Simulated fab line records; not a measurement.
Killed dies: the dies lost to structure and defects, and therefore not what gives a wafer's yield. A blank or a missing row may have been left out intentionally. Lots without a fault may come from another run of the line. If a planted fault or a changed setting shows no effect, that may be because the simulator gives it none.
A struck lot beside a sound one ; flow rit-cmos ; 16 steps out of a route of 202
Sound: the wafers L645.2, L645.3, L645.6. Struck: wafers L647.2, L647.3, L647.4. Last of all comes the cause.
Order at every step that has rows: each side's tool, ch and its chambers, its first start. Under that, the readings that differ: sound wafers ; struck wafers ; difference of the means ; sigmas: that difference in standard deviations of wafers without a fault.
alike: readings with means less than 2 such deviations apart, plus words and numbers identical on both sides. not compared: withheld readings, readings lacking a value on some wafer, bounds such as >300 that could conceal the same value, and numbers that have no deviation in the record and whose values overlap.
Wherever a step has rows on one side only, a row that says differs or no value, or a row with sigmas, the two part there. Numbers that have no deviation but don't overlap get no sigmas and don't part them. Lack of a reading on every wafer of one side parts them only where that side has two or more wafers.

first, 4 steps without rows for these wafers: RIT_PLDD_SOFTBAKE_02 (time 60 s); RIT_PLDD_EXPOSE_03 (exposes mask M8, target cd 40900 nm); RIT_PLDD_PEB_04; RIT_PLDD_DEVELOP_05 (develop time 50 s).
RIT_PLDD_OVL_MEAS_06:
  struck on overlay-02, day 4 02:16; sound on overlay-01, day 3 17:47
  alike: PLDD_OVL
then, 2 steps without rows for these wafers: RIT_PLDD_HARDBAKE_07 (time 60 s); RIT_PLDD_IMPLANT_08.
RIT_PLDD_STRIP_09: strips in O2, time 180 s.
  sound on plasma-asher-03 ch 0,1, day 3 18:07; struck on plasma-asher-01 ch 0,1, day 4 02:35
  alike: drypump-motor-current-A
  not compared: rf-hours-counter-h
RIT_PLDD_TW_MEAS_10:
  struck on film-metro-02, day 4 02:46; sound on film-metro-02, day 3 18:19
  alike: PLDD_TW
then, 3 steps without rows for these wafers: RIT_SPACER_CLEAN_00 (cleans in SC1, time 600 s); RIT_SPACER_CLEAN_01 (cleans in dHF, time 30 s); RIT_SPACER_CLEAN_02 (cleans in SC2, time 600 s).
RIT_SPACER_CVD_03: deposits Si3N4 from SiH2Cl2/NH3, target thk 250 nm, time 3300 s.
  sound on lpcvd-02 ch 1, day 3 18:44; struck on lpcvd-02 ch 0, day 4 05:49
RIT_SPACER_THK_MEAS_04:
  struck on film-metro-03, day 4 07:45; sound on film-metro-03, day 3 20:40
reading;sound;struck;difference;sigmas
SPACER_NITRIDE_THK (nm);249.1 247.7 248.7;496.0 496.3 496.9;+247.9;+99 or more
RIT_SPACER_ETCHBACK_05: etches Si3N4 in SF6/CHF3, stops on SiO2, target depth 250 nm, time 240 s.
  sound on rie-diel-04 ch 0,2, day 3 20:43; struck on rie-diel-03 ch 1,2,3, day 4 07:48
reading;sound;struck;difference;sigmas
oes-product-au (a.u.);0.867 0.843 0.866;0.980 1.027 1.013;+0.148;+11
model.Si3N4_of_SPACER_CVD_03.thk-nm (nm);194.5 196.1 193.8;390.7 385.6 389.4;+193.8;
model.etch.depth-nm (nm);248.9 247.7 248.8;306.6 323 314;+66.1;
  alike: drypump-motor-current-A, rf-fwd-power-W, throttle-valve-pct
  not compared: rf-hours-counter-h
RIT_M1_PROBE_99:
  struck on prober-01, day 4 21:04; sound on prober-01, day 4 07:50
reading;sound;struck;difference;sigmas
killed-at-front-end;4 12 10;264 264 264;+255;+85
killed-dies;4 12 10;264 264 264;+255;+82
killed-on-rim;0 4 3;70 70 70;+68;+45
  alike: killed_at_M0_to_M3, killed-at-contacts, killed-open, killed-short

## WHERE THEY PART
At RIT_SPACER_THK_MEAS_04 first; at RIT_M1_PROBE_99 last (within this record only).

WHY: what had been put in by the simulator
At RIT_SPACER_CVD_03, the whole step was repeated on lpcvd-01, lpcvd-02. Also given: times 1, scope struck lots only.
